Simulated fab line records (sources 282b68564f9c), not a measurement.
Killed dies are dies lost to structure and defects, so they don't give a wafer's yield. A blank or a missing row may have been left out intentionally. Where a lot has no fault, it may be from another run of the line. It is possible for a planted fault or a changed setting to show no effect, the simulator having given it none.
fab line records	flow rit-cmos
[record] lots = 15	wafers = 45	last-day = 7
route steps=202 shown NWELL@36
lots untouched by any fault: they come from a run of this same line in which no faults occurred
start-h: hours from the record's opening day to when the first of the lot's shown wafers began	wait-h: time in hours since the lot's previous step	" the same as in the row above	L1.1+2: several wafers, shown together as one row	- value missing, or start not given	* or withheld: withheld	< > ~ a bound
route shown NAME@n: NAME is a module with steps in the file, n the number in the route of the first one	usual: mean/standard deviation taken from wafers without a fault	same: alike in all rows	chamber/n: place in a boat	sites: each site's reading	_std_site: the standard deviation of these	_edge_site: mean of outer sites minus mean of inner sites	radius-mm: for every site, how far away it sits from the centre of the wafer	mask NAME#n: copy n	behind: the most recent tool/chamber to have shaped the wafer	hold: what put the lot on hold/how long, in hours/how the hold closed	device: the transistor (n, p or np) that didn't switch	end of line: the same wafers' tests at the end of the route	where a step has no rows: the recipe by itself	killed: not the wafer's yield, but the dies lost to structure and defects at the first sort	map: shows each die of a wafer: x if killed, . if not, _ if none is there
set.NAME: the setting as run; set.NAME@STEP: as run at that earlier step	model.NAME: the simulator's own value behind a step, which no gauge read
one table for each step of the route and one row for each wafer, over a sample of lots
services: from which hour (start-h, from the record's first day; less than 0 if before it) a tool's chamber was out of use, for how many hours, and why
[[steps]]
[step RIT_NWELL_IMPLANT_08]
[recipe] species = P	energy-kev = 170	dose-cm2 = 5e+13	tilt-deg = 7
[usual] beam-energy-keV = 170.00/0.05	tilt-deg = 6.998/0.02
lot.wafer	tool	chamber	start-h	wait-h	beam-energy-keV	tilt-deg
L833.1	implanter-04	0	21.63	0.2	170.11	7.041
L833.3	"	0	"	"	170.07	7.007
L833.6	"	0	"	"	170.03	7.013
L834.1	implanter-04	0	30.83	0.2	169.94	6.980
L834.2	"	0	"	"	169.95	6.996
L834.6	"	0	"	"	170.00	6.996
L835.2	implanter-04	0	32.95	0.2	170.00	6.967
L835.3	"	0	"	"	170.02	7.004
L835.4	"	0	"	"	170.07	6.963
L836.1	implanter-02	0	35.61	0.2	170.00	7.007
L836.3	"	0	"	"	170.08	6.993
L836.4	"	0	"	"	169.99	7.010
L837.1	implanter-04	0	41.59	0.2	169.96	7.002
L837.3	"	0	"	"	169.94	6.953
L837.4	"	0	"	"	169.95	6.981
L838.2	implanter-04	0	45.56	0.2	170.02	6.999
L838.3	"	0	"	"	170.02	6.988
L838.4	"	0	"	"	169.99	7.032
L840.1	implanter-02	0	56.07	0.2	170.02	6.978
L840.5	"	0	"	"	169.97	6.971
L840.6	"	0	"	"	170.00	6.967
L841.1	implanter-02	0	61.63	0.2	170.01	7.011
L841.2	"	0	"	"	170.02	6.988
L841.6	"	0	"	"	170.04	6.975
L842.1	implanter-03	0	65.67	0.2	169.98	6.993
L842.3	"	0	"	"	169.96	6.984
L842.4	"	0	"	"	169.97	6.967
L843.1	implanter-03	0	70.77	0.2	169.97	6.995
L843.2	"	0	"	"	170.02	6.995
L843.6	"	0	"	"	170.05	7.015
L844.1	implanter-02	0	78.03	0.2	170.06	7.038
L844.2	"	0	"	"	170.00	6.971
L844.4	"	0	"	"	170.01	7.015
L846.2	implanter-03	0	86.15	0.2	169.99	6.967
L846.4	"	0	"	"	169.99	7.019
L846.5	"	0	"	"	170.05	7.004
L849.1	implanter-03	0	100.79	0.2	214.13	7.019
L849.3	"	0	"	"	214.12	7.035
L849.6	"	0	"	"	214.16	7.006
L850.1	implanter-03	0	106.94	0.2	214.22	6.974
L850.2	"	0	"	"	214.19	6.974
L850.6	"	0	"	"	214.12	7.008
L853.2	implanter-03	0	121.01	0.2	214.23	6.998
L853.3	"	0	"	"	214.19	6.991
L853.5	"	0	"	"	214.21	7.023
[step RIT_NWELL_TW_MEAS_10]
[usual] NWELL_TW = 2162/11
lot.wafer	tool	chamber	start-h	wait-h	NWELL_TW
L833.1	film-metro-03	-	21.96	0.1	2168
L833.3	"	-	"	"	2175
L833.6	"	-	"	"	2169
L834.1	film-metro-01	-	31.15	0.1	2161
L834.2	"	-	"	"	2162
L834.6	"	-	"	"	2168
L835.2	film-metro-01	-	33.26	0.1	2150
L835.3	"	-	"	"	2164
L835.4	"	-	"	"	2164
L836.1	film-metro-02	-	35.94	0.1	2166
L836.3	"	-	"	"	2175
L836.4	"	-	"	"	2165
L837.1	film-metro-02	-	41.92	0.1	2180
L837.3	"	-	"	"	2182
L837.4	"	-	"	"	2179
L838.2	film-metro-02	-	45.87	0.1	2154
L838.3	"	-	"	"	2173
L838.4	"	-	"	"	2174
L840.1	film-metro-01	-	56.39	0.1	2148
L840.5	"	-	"	"	2156
L840.6	"	-	"	"	2150
L841.1	film-metro-03	-	61.95	0.1	2166
L841.2	"	-	"	"	2181
L841.6	"	-	"	"	2176
L842.1	film-metro-02	-	66.00	0.1	2176
L842.3	"	-	"	"	2167
L842.4	"	-	"	"	2192
L843.1	film-metro-03	-	71.09	0.1	2174
L843.2	"	-	"	"	2176
L843.6	"	-	"	"	2173
L844.1	film-metro-01	-	78.35	0.1	2144
L844.2	"	-	"	"	2153
L844.4	"	-	"	"	2146
L846.2	film-metro-01	-	86.46	0.1	2147
L846.4	"	-	"	"	2141
L846.5	"	-	"	"	2129
L849.1	film-metro-02	-	101.12	0.1	2254
L849.3	"	-	"	"	2265
L849.6	"	-	"	"	2254
L850.1	film-metro-02	-	107.26	0.1	2255
L850.2	"	-	"	"	2252
L850.6	"	-	"	"	2260
L853.2	film-metro-01	-	121.32	0.1	2260
L853.3	"	-	"	"	2268
L853.5	"	-	"	"	2258
[step RIT_WELLDRIVE_RS_MEAS_01]
[recipe] thk-meas-gauge = four-point-probe
[usual] NWELL_RS = 275.5/0.81
lot.wafer	tool	chamber	start-h	wait-h	NWELL_RS[ohm/sq]
L833.1	film-metro-01	-	28.75	0.0	274.8
L833.3	"	-	"	"	275.7
L833.6	"	-	"	"	276.0
L834.1	film-metro-01	-	37.93	0.0	275.5
L834.2	"	-	"	"	275.0
L834.6	"	-	"	"	275.4
L835.2	film-metro-02	-	40.10	0.0	276.4
L835.3	"	-	"	"	275.7
L835.4	"	-	"	"	276.5
L836.1	film-metro-01	-	44.33	0.0	275.8
L836.3	"	-	"	"	275.2
L836.4	"	-	"	"	276.3
L837.1	film-metro-03	-	48.74	0.0	274.3
L837.3	"	-	"	"	274.5
L837.4	"	-	"	"	274.4
L838.2	film-metro-01	-	52.78	0.0	276.0
L838.3	"	-	"	"	275.9
L838.4	"	-	"	"	276.0
L840.1	film-metro-02	-	63.09	0.0	275.8
L840.5	"	-	"	"	276.1
L840.6	"	-	"	"	276.2
L841.1	film-metro-01	-	68.91	0.0	275.0
L841.2	"	-	"	"	274.2
L841.6	"	-	"	"	275.4
L842.1	film-metro-02	-	73.99	0.0	274.3
L842.3	"	-	"	"	273.7
L842.4	"	-	"	"	274.6
L843.1	film-metro-01	-	77.91	0.0	275.2
L843.2	"	-	"	"	275.4
L843.6	"	-	"	"	275.8
L844.1	film-metro-02	-	85.17	0.0	276.0
L844.2	"	-	"	"	275.7
L844.4	"	-	"	"	275.2
L846.2	film-metro-02	-	93.17	0.0	274.9
L846.4	"	-	"	"	275.3
L846.5	"	-	"	"	276.5
L849.1	film-metro-02	-	107.81	0.0	272.7
L849.3	"	-	"	"	272.3
L849.6	"	-	"	"	272.7
L850.1	film-metro-01	-	114.08	0.0	273.4
L850.2	"	-	"	"	273.3
L850.6	"	-	"	"	272.4
L853.2	film-metro-02	-	128.72	0.0	274.0
L853.3	"	-	"	"	274.0
L853.5	"	-	"	"	272.8
[[services]]
tool	chamber	start-h	hours	kind
implanter-03	-	-1.51	2.4	pm
implanter-02	-	26.92	4.4	repair
implanter-02	-	44.78	2.9	repair
implanter-04	-	46.65	1.8	repair
implanter-03	-	73.07	11.8	pm
implanter-02	-	73.58	2.8	pm
[[key]]
[first-sign] step = RIT_NWELL_IMPLANT_08	reading = beam-energy-keV	direction = up	sigmas = 99+	usual = 170.00	struck = 214.17
[effect] step = RIT_NWELL_TW_MEAS_10	reading = NWELL_TW	direction = up	sigmas = 8.5	usual = 2162	struck = 2258
[effect] step = RIT_WELLDRIVE_RS_MEAS_01	reading = NWELL_RS	direction = down	sigmas = 3	usual = 275.5	struck = 273.1
met-at RIT_NWELL_IMPLANT_08
struck-lots L849,L850,L853
tester-left-out L849,L850,L853
onset-between 86.15 100.79
[fault] kind = process-parameter-drift	tool = implanter-03	chamber = -	onset-h = 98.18	steps = RIT_NWELL_IMPLANT_08	channel = energy-kev	offset = 44.2	shape = step	end-h = 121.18	acts-in = these-recipes-only	stated = 170
// tester-left-out: of these lots the tester's yield and bins aren't shown, on N5 and GAA mostly nor the transistor test; their killed dies are dies lost to structure and defects alone, not to doping, threshold or leakage, so they don't give the yield
